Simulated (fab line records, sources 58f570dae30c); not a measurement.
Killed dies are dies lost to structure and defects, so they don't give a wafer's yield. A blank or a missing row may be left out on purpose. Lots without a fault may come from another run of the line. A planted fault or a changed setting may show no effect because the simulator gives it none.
One fault seen from 2 desks | flow berkeley_cmos170 | each desk has only its own numbers; what lay behind them comes last

THE METROLOGY DESK
What the gauges read, lot by lot, whatever tool the lot ran on: means of the sampled wafers that have a number. A lot is out of limits, marked OUT, if its mean lies more than 4 standard deviations from the usual mean; the brackets give that distance.
Columns: A = NWELL_OVL at UCB170_NWELL_OVL_MEAS_12, usual 4 nm; B = PWELL_TW at UCB170_PWELL_TW_MEAS_17, usual 375.7; C = PVT_OVL at UCB170_PVT_OVL_MEAS_06, usual 0 nm
lot  | first seen here | A  | B               | C
L848 | day 2 19:22     | 12 | 379.4           | 6
L849 | day 3 02:29     | -2 | 374.4           | -1
L850 | day 3 05:39     | 2  | 373.3           | 2
L852 | day 3 13:53     | 12 | 375.6           | -2
L856 | day 4 11:55     | 6  | 337.8 (-20) OUT | 0
L857 | day 4 15:26     | 9  | 377.4           | -6
L858 | day 4 21:45     | 9  | 337.3 (-20) OUT | -3
L862 | day 5 16:22     | 3  | 376.3           | 0
L864 | day 6 01:11     | 9  | 374.7           | 1
L865 | day 6 12:05     | -4 | 376.9           | 7
L866 | day 6 12:19     | 7  | 377.9           | 0
L868 | day 6 17:17     | 3  | 375.7           | 4
L869 | day 7 09:02     | 3  | 374.2           | 4
L870 | day 7 09:04     | -4 | 376.8           | 1
This desk's finding: out of limits on L856, L858; first on L856, day 5 09:28 (PWELL_TW at UCB170_PWELL_TW_MEAS_17). In limits: L848, L849, L850, L852, L857, L862, L864, L865, L866, L868, L869, L870.

THE TOOL OWNER'S DESK: implanter-01
The tool's own readings at UCB170_PWELL_IMPLANT_15: means of the sampled wafers that have a number, for each lot that ran on this tool. A lot is out of limits, marked OUT, if its mean lies more than 4 standard deviations from the usual mean; the brackets give that distance.
Columns: A = dose_ions_cm2 at UCB170_PWELL_IMPLANT_15, usual 5.001e+12; B = faraday_current_uA at UCB170_PWELL_IMPLANT_15, usual 15.8
lot  | first seen here | A                           | B
L850 | day 4 03:16     | 4.998e+12                   | 15.8
L856 | day 5 09:13     | 3.525e+12 (-99 or more) OUT | 11.0 (-14) OUT
L858 | day 5 18:41     | 3.525e+12 (-99 or more) OUT | 11.1 (-14) OUT
This desk's finding: out of limits on L856, L858; first on L856, day 5 09:13 (dose_ions_cm2 at UCB170_PWELL_IMPLANT_15). In limits: L850.

PUT TOGETHER
The tool owner's desk could have raised an alarm at day 5 09:13, on L856, L858.
The metrology desk could have raised an alarm at day 5 09:28, on L856, L858.
Of the lots named, all ran UCB170_PWELL_IMPLANT_15 on implanter-01.

WHAT THE SIMULATOR HAD PUT IN
Process parameter drift: implanter-01, from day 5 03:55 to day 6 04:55, at UCB170_PWELL_IMPLANT_15. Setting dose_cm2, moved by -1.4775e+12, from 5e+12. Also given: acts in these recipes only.
Lots struck among those shown: L856, L858.
Hours from the fault's start to each desk's first reading out of limits: the tool owner's desk, 5; the metrology desk, 6.
